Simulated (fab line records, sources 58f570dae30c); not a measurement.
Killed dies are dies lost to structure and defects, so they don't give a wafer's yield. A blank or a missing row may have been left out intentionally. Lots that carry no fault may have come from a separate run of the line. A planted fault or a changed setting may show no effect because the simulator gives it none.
Matching of chambers :: flow berkeley_cmos170 :: UCB170_V1_CMP_02 on cmp-02: 4 sister chambers
The step polishes SiO2. 8 wafers are shown with their chamber, then 7 later ones without.

== WAFERS, EACH WITH ITS CHAMBER ==
wafer: L436.5
chamber: 1
motor_current_A (A): 16.6

wafer: L439.3
chamber: 3
motor_current_A (A): 18.3

wafer: L439.4
chamber: 2
motor_current_A (A): 16.2

wafer: L442.1
chamber: 0
motor_current_A (A): 17.1

wafer: L442.5
chamber: 1
motor_current_A (A): 16.0

wafer: L442.6
chamber: 2
motor_current_A (A): 17.0

wafer: L441.1
chamber: 3
motor_current_A (A): 17.8

wafer: L441.2
chamber: 0
motor_current_A (A): 16.9

== WAFERS MISSING THEIR CHAMBER ==
wafer: L441.6
motor_current_A (A): 17.1

wafer: L454.1
motor_current_A (A): 15.6

wafer: L454.3
motor_current_A (A): 16.1

wafer: L454.5
motor_current_A (A): 16.7

wafer: L459.1
motor_current_A (A): 18.6

wafer: L459.2
motor_current_A (A): 16.8

wafer: L459.3
motor_current_A (A): 17.1

== EACH ONE'S CHAMBER ==
wafer: L441.6
from the rows above: can't be placed: 0 or 2 or 1
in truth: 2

wafer: L454.1
from the rows above: can't be placed: 1 or 2 or 0
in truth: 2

wafer: L454.3
from the rows above: can't be placed: 1 or 2 or 0
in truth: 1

wafer: L454.5
from the rows above: can't be placed: 2 or 0 or 1
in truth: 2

wafer: L459.1
from the rows above: 3
in truth: 3

wafer: L459.2
from the rows above: can't be placed: 0 or 2 or 1
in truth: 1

wafer: L459.3
from the rows above: can't be placed: 0 or 2 or 1
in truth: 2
Placed correctly: 1 of 7. From these rows, 6 cannot be placed; in 6 the true chamber is one of the candidates. 0 placed wrongly.
How it was worked out, from the rows above alone: a wafer's distance from a chamber is the root of the sum, over the readings, of the square of ((its reading less the chamber's mean) divided by the reading's scatter). The wafer belongs to the nearest chamber; if the next one is less than 2 further off, it can't be placed. Each chamber's mean is taken over the wafers shown for it. How the scatter is found: for the shown wafers, subtract from each reading the mean of its chamber, square and add these, divide the total by (wafers less chambers), then take the root.
